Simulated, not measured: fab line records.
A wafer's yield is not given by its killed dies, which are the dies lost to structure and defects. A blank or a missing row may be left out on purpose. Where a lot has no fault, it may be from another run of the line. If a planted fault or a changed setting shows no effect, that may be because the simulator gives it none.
Check of tool commonality	flow berkeleyCmos170	14 lots, 42 wafers sampled

## REASON IT WAS OPENED
UCB170_NLDD_OVL_MEAS_07, reading NLDD_OVL: flagged on 2 of 14 lots. No-fault wafers: 6 nm, standard deviation 5.7.
Rule: a lot gets a flag if all its wafers with a number sit over 4 standard deviations from that mean, or if no wafer of it has a number. All remaining lots are regarded as sound.

lot	measured	on	NLDD_OVL (nm), wafer by wafer	flag
L134	day 7 06:55	overlay-02	8 4 11	
L135	day 7 21:52	overlay-01	11 7 7	
L136	day 7 22:11	overlay-02	9 12 10	
L139	day 8 10:40	overlay-01	9 9 7	
L141	day 9 09:10	overlay-01	0 1 1	
L140	day 9 09:26	overlay-02	15 11 6	
L142	day 9 09:43	overlay-02	-11 -1 -7	
L144	day 9 15:31	overlay-02	108 116 103	FLAGGED
L143	day 9 16:19	overlay-01	115 107 114	FLAGGED
L148	day 10 16:39	overlay-01	-5 1 8	
L151	day 11 01:50	overlay-01	4 11 8	
L149	day 11 02:02	overlay-01	16 14 13	
L152	day 11 17:05	overlay-01	7 5 10	
L156	day 12 11:59	overlay-01	6 10 -2	
Average over the flagged lots: 110 nm; offset from the usual +104 nm, equal to +18 standard deviations.

## TOOL THAT RAN EACH LOT
2 process steps preceding the reading are held in the record, out of 331 steps in the route. In each cell: the tool, then ch and the chambers that the sampled wafers went through, then the start.
lot	flag	UCB170_GATE_STRIP_16	UCB170_NLDD_EXPOSE_03
L134		plasmaAsher-01 ch 0,1, day 7 02:47	krfScanner-01 ch 0, day 7 06:24
L135		plasmaAsher-01 ch 0,1, day 7 17:48	krfScanner-01 ch 0, day 7 21:22
L136		plasmaAsher-02 ch 0,1, day 7 18:04	krfScanner-01 ch 0, day 7 21:42
L139		plasmaAsher-01 ch 0,1, day 8 05:43	krfScanner-01 ch 0, day 8 09:26
L141		plasmaAsher-01 ch 0,1, day 9 05:20	krfScanner-02 ch 0, day 9 08:20
L140		plasmaAsher-01 ch 0,1, day 9 05:50	krfScanner-01 ch 0, day 9 08:54
L142		plasmaAsher-03 ch 0,1, day 9 05:36	krfScanner-02 ch 0, day 9 09:08
L144	FLAGGED	plasmaAsher-01 ch 0,1, day 9 12:31	krfScanner-02 ch 0, day 9 15:01
L143	FLAGGED	plasmaAsher-01 ch 0,1, day 9 13:07	krfScanner-02 ch 0, day 9 15:51
L148		plasmaAsher-02 ch 0,1, day 10 13:04	krfScanner-01 ch 0, day 10 16:09
L151		plasmaAsher-02 ch 0,1, day 10 21:37	krfScanner-01 ch 0, day 11 01:07
L149		plasmaAsher-01 ch 0,1, day 10 21:47	krfScanner-01 ch 0, day 11 01:16
L152		plasmaAsher-03 ch 0,1, day 11 13:12	krfScanner-01 ch 0, day 11 16:34
L156		plasmaAsher-03 ch 0,1, day 12 07:58	krfScanner-01 ch 0, day 12 11:23
What is done by these steps:
- UCB170_GATE_STRIP_16: strips in O2.
- UCB170_NLDD_EXPOSE_03: exposes mask NSELECT, target cd 1200 nm.
- UCB170_NLDD_OVL_MEAS_07

## FLAGGED AGAINST TOTAL, ONE TOOL AT A TIME (gauges that did the reading follow at the end)
step	tool	lots run	flagged	share of the flagged lots	sound lots run after its first flagged lot
UCB170_GATE_STRIP_16	plasmaAsher-01	8	2	all	1 (L149)
UCB170_GATE_STRIP_16	plasmaAsher-02	3	0	none	-
UCB170_GATE_STRIP_16	plasmaAsher-03	3	0	none	-
UCB170_NLDD_EXPOSE_03	krfScanner-01	10	0	none	-
UCB170_NLDD_EXPOSE_03	krfScanner-02	4	2	all	0
UCB170_NLDD_OVL_MEAS_07	overlay-01	9	1	some	5 (L148,L151,L149,L152,L156)
UCB170_NLDD_OVL_MEAS_07	overlay-02	5	1	some	0

## WHAT THE TABLE PERMITS
Rows of the table that ran all the flagged lots, 2 in number: plasmaAsher-01 at UCB170_GATE_STRIP_16; krfScanner-02 at UCB170_NLDD_EXPOSE_03.
- plasmaAsher-01 at UCB170_GATE_STRIP_16 ran 8 lots, 2 of them flagged. Sound lots ran on it after the first flagged one (L149), which a lasting fault on the whole tool wouldn't allow.
- krfScanner-02 at UCB170_NLDD_EXPOSE_03 ran 4 lots, 2 of them flagged. Last sound lot L142 at day 9 09:08, first flagged lot L144 at day 9 15:01; a fault beginning in between fits.
krfScanner-02 at UCB170_NLDD_EXPOSE_03 is the single tool remaining.

## WHAT THE SIMULATOR PUT IN
Scanner matching overlay: krfScanner-02, from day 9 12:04 on, at UCB170_NLDD_EXPOSE_03. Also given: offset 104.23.
Lots struck among those shown: L144, L143. The rule above found the same.
